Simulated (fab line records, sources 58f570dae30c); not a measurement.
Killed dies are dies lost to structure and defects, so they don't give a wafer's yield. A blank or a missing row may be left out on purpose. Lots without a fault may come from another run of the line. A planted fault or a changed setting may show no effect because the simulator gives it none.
Which tool did it? | flow berkeley_cmos170 | 14 lots, 42 wafers sampled, at 3 steps of a route of 331

WHAT THE GAUGES READ, wafer by wafer
UCB170_NLDD_OVL_MEAS_07.
lot  | measured     | on         | NLDD_OVL (nm)
L646 | day 7 12:16  | overlay-02 | -12 -4 -10
L647 | day 7 23:09  | overlay-02 | -6 -10 -5
L648 | day 7 23:20  | overlay-01 | -3 -10 -3
L653 | day 9 02:26  | overlay-01 | 1 -6 -7
L654 | day 9 07:49  | overlay-01 | 4 6 -2
L658 | day 9 19:20  | overlay-01 | 4 0 -4
L660 | day 10 09:26 | overlay-02 | -2 6 -4
L659 | day 10 10:28 | overlay-01 | -17 -3 -9
L665 | day 11 07:09 | overlay-01 | 1 3 2
L663 | day 11 07:34 | overlay-01 | -3 1 -5
L666 | day 11 17:51 | overlay-01 | -8 -2 -2
L668 | day 11 19:02 | overlay-02 | 0 5 3
L667 | day 11 19:45 | overlay-01 | -2 -2 -9
L669 | day 12 13:13 | overlay-02 | -8 -11 -4

UCB170_V1_THK_MEAS_04.
lot  | measured     | on            | V1_POLISHED_THK (nm)
L646 | day 8 12:10  | film_metro-03 | 1001.1 999.2 1001.4
L647 | day 9 06:05  | film_metro-01 | 999.6 999.6 998.9
L648 | day 9 07:25  | film_metro-01 | 999.1 1001.2 999.4
L653 | day 10 00:38 | film_metro-01 | 997.7 998.3 998.8
L654 | day 10 05:51 | film_metro-03 | 998.0 1000.3 999.7
L658 | day 10 21:14 | film_metro-03 | 999.9 998.2 999.5
L660 | day 11 07:10 | film_metro-01 | 999.6 999.5 1001.1
L659 | day 11 08:30 | film_metro-01 | 1001.5 1000.6 1001.1
L665 | day 16 02:33 | film_metro-01 | 999.4 999.6 998.7
L663 | day 16 02:16 | film_metro-03 | 1000.7 999.3 1000.7
L666 | day 16 02:35 | film_metro-03 | 1000.4 999.6 1000.3
L668 | day 16 02:55 | film_metro-01 | 999.5 1000.4 1000.2
L667 | day 16 02:51 | film_metro-02 | 1000.5 999.8 999.6
L669 | day 16 03:09 | film_metro-01 | 999.6 998.7 997.3

WHICH TOOL RAN EACH LOT (tool, then ch and the chambers of the sampled wafers, then the start)
lot  | UCB170_CONTACT_RTA_08
L646 | rtp_anneal-01 ch 0, day 8 04:59
L647 | rtp_anneal-01 ch 0, day 8 23:12
L648 | rtp_anneal-02 ch 0, day 8 23:15
L653 | rtp_anneal-01 ch 0, day 9 17:35
L654 | rtp_anneal-02 ch 0, day 9 23:43
L658 | rtp_anneal-02 ch 0, day 10 14:34
L660 | rtp_anneal-02 ch 0, day 11 00:25
L659 | rtp_anneal-02 ch 0, day 11 01:37
L665 | rtp_anneal-01 ch 0, day 12 05:26
L663 | rtp_anneal-01 ch 0, day 12 05:22
L666 | rtp_anneal-02 ch 0, day 12 09:47
L668 | rtp_anneal-01 ch 0, day 12 10:58
L667 | rtp_anneal-02 ch 0, day 12 11:01
L669 | rtp_anneal-02 ch 0, day 13 07:27
- UCB170_CONTACT_RTA_08: time 10 s.

WHAT THE TOOLS THEMSELVES READ (means of the sampled wafers that have a number; where no wafer has one, the mark that the record gives instead)
UCB170_CONTACT_RTA_08.
lot  | tool          | lamp_power_pct (%) | wafer_temp_C_max
L646 | rtp_anneal-01 | 23.2               | 902.5
L647 | rtp_anneal-01 | 23.2               | 901.8
L648 | rtp_anneal-02 | 24.3               | 903.4
L653 | rtp_anneal-01 | 23.2               | 902.1
L654 | rtp_anneal-02 | 24.3               | 904.5
L658 | rtp_anneal-02 | 24.3               | 904.3
L660 | rtp_anneal-02 | 24.3               | 903.7
L659 | rtp_anneal-02 | 24.3               | 904.2
L665 | rtp_anneal-01 | 23.3               | 902.6
L663 | rtp_anneal-01 | 23.2               | 902.4
L666 | rtp_anneal-02 | 24.3               | 904.3
L668 | rtp_anneal-01 | 23.2               | 902.2
L667 | rtp_anneal-02 | 24.3               | 904.0
L669 | rtp_anneal-02 | 24.3               | 904.6

THE ANSWER, worked out from the rows above alone
Rule: what is usual is taken from the lots themselves. Put in order of their means at a reading, lots are off if they are a third of the lots or fewer, leave a main group of 4 or more, and stand apart from it by a gap of 3 or more times the standard deviation of the main group's means; of several such gaps the widest counts. A main group whose means are all the same, to the digits that the tables above print for the reading, isn't used. A lot without any number at a reading at which 4 lots or more have one is off too. The other lots that the step has rows for count as sound. The gauges are gone through in route order, then the tools' own readings, and for those a lot's mean is taken as printed above. The first step at which some lot is off is used, and at that step the reading that is off furthest; a lot without a number counts as furthest.
No lot is off at any reading shown: from this, nothing can be told.

WHAT THE SIMULATOR HAD PUT IN
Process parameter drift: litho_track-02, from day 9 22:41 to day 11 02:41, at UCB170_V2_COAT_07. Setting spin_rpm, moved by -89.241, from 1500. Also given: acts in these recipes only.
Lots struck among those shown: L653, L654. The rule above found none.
